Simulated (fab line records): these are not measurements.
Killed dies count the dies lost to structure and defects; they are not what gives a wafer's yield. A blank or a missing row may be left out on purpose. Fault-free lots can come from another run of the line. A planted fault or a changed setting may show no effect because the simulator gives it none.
Which tool did it?	flow berkeley cmos170	39 wafers from 13 lots sampled at 3 of the route's 331 steps

## WHAT EACH GAUGE READ, for each wafer
UCB170_M3_RS_MEAS_02: measures by four-point-probe. Usual: for M3_AL_RS the level is 0.0321 ohm/sq and the standard deviation is 0.00033.
lot	measured	on	M3_AL_RS (ohm/sq)	flag
L858	day 7 11:59	film metro-01	0.0319 0.0319 0.0319	
L857	day 7 13:41	film metro-03	0.0328 0.0322 0.0326	
L859	day 8 03:19	film metro-03	0.0317 0.0318 0.0317	
L860	day 8 13:31	film metro-01	0.0319 0.0320 0.0326	
L861	day 8 22:30	film metro-01	0.0318 0.0319 0.0319	
L862	day 8 22:46	film metro-03	0.0323 0.0325 0.0323	
L863	day 9 06:39	film metro-02	0.0317 0.0319 0.0320	
L866	day 9 20:38	film metro-01	0.0320 0.0317 0.0319	
L867	day 10 05:54	film metro-03	0.0323 0.0322 0.0323	
L869	day 10 08:35	film metro-02	0.0316 0.0318 0.0315	
L871	day 11 02:25	film metro-02	0.0321 0.0255 0.0257 0.0321 0.0255 0.0257	OFF
L879	day 12 03:20	film metro-03	0.0317 0.0317 0.0316	
L880	day 12 21:18	film metro-03	0.0320 0.0316 0.0320	

UCB170_M3_THK_MEAS_03: measures by xrf. Usual: for M3_AL_THK the level is 907 nm and the standard deviation is 10.
lot	measured	on	M3_AL_THK (nm)	flag
L858	day 7 12:06	film metro-01	911 910 906	
L857	day 7 13:48	film metro-03	888 904 891	
L859	day 8 03:25	film metro-03	913 910 907	
L860	day 8 13:37	film metro-01	918 914 896	
L861	day 8 22:37	film metro-01	920 917 917	
L862	day 8 22:52	film metro-03	893 887 890	
L863	day 9 06:46	film metro-02	924 918 917	
L866	day 9 20:44	film metro-01	907 913 909	
L867	day 10 06:00	film metro-03	898 905 894	
L869	day 10 08:41	film metro-02	922 921 925	
L871	day 11 12:17	film metro-02	911 1142 1137 911 1138 1143	OFF
L879	day 12 03:26	film metro-03	910 908 911	
L880	day 12 21:25	film metro-03	908 915 900	

## WHICH TOOL RAN EACH LOT (tool, then ch and the chambers of the sampled wafers, then the start)
lot	UCB170_M3_SPUTTER_01
L858	pvd sputter-01, day 7 11:53
L857	pvd sputter-02, day 7 13:36
L859	pvd sputter-04, day 8 03:12
L860	pvd sputter-01, day 8 13:25
L861	pvd sputter-04, day 8 22:24
L862	pvd sputter-02, day 8 22:38
L863	pvd sputter-04, day 9 06:34
L866	pvd sputter-01, day 9 20:30
L867	pvd sputter-02, day 10 05:46
L869	pvd sputter-04, day 10 08:29
L871	pvd sputter-01, day 11 02:19
L879	pvd sputter-04, day 12 03:14
L880	pvd sputter-02, day 12 21:13
- UCB170_M3_SPUTTER_01: material Al, target thk 900 nm, time 120 s.

## WHAT THE TOOLS THEMSELVES READ (means of the sampled wafers that have a number; where no wafer has one, the mark that the record gives instead)
UCB170_M3_SPUTTER_01. Usual: cathode dc power W 6000.1 W, standard deviation 1.1; throttle valve pct 30.4 %, standard deviation 0.89.
lot	tool	cathode dc power W (W)	throttle valve pct (%)	flag
L858	pvd sputter-01	6000.6	30.2	
L857	pvd sputter-02	5999.6	31.0	
L859	pvd sputter-04	6000.2	29.7	
L860	pvd sputter-01	6000.7	29.9	
L861	pvd sputter-04	6000.3	29.9	
L862	pvd sputter-02	6000.1	30.7	
L863	pvd sputter-04	6001.2	29.6	
L866	pvd sputter-01	6000.1	29.9	
L867	pvd sputter-02	6001.6	30.7	
L869	pvd sputter-04	5999.5	29.5	
L871	pvd sputter-01	7017.6	30.3	OFF
L879	pvd sputter-04	5999.9	29.8	
L880	pvd sputter-02	6000.3	31.4	

## THE ANSWER, worked out from the rows above alone
Rule: take the mean of a lot's wafers that have a number; if it is more than 3 standard deviations from the usual mean, the lot is off. Also off: a lot with no number at a reading for which 4 or more lots have one. All remaining lots with rows at the step are treated as sound. After the gauges, taken in route order, come the tools' own readings; for these a lot's mean is taken, as printed above. At the first step where some lot is off, the reading lying furthest off is the one used; lots without a number count as furthest.
Off: at UCB170_M3_RS_MEAS_02 (M3_AL_RS), L871.
If a tool, at a process step before that reading, ran all the lots that are off and no sound lot after the first of them, it fits. The gauges at UCB170_M3_RS_MEAS_02 aren't tried: what is off there is off at UCB170_M3_SPUTTER_01 too, on other tools, and a gauge's error can't cause that. One candidate fits, namely pvd sputter-01 at UCB170_M3_SPUTTER_01. Its last sound lot is L866 (day 9 20:30), its first lot that is off L871 (day 11 02:19): a fault that began between those two fits.
The tool's own readings at UCB170_M3_SPUTTER_01 bear it out: on the lots that are off they differ by more than 5 times the standard deviation of the sound lots' means. cathode dc power W reads 7017.6 W there against 6000.3 W on the sound lots.

## WHAT WAS PUT IN BY THE SIMULATOR
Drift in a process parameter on pvd sputter-01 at UCB170_M3_SPUTTER_01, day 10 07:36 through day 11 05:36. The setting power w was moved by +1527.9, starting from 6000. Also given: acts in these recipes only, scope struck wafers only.
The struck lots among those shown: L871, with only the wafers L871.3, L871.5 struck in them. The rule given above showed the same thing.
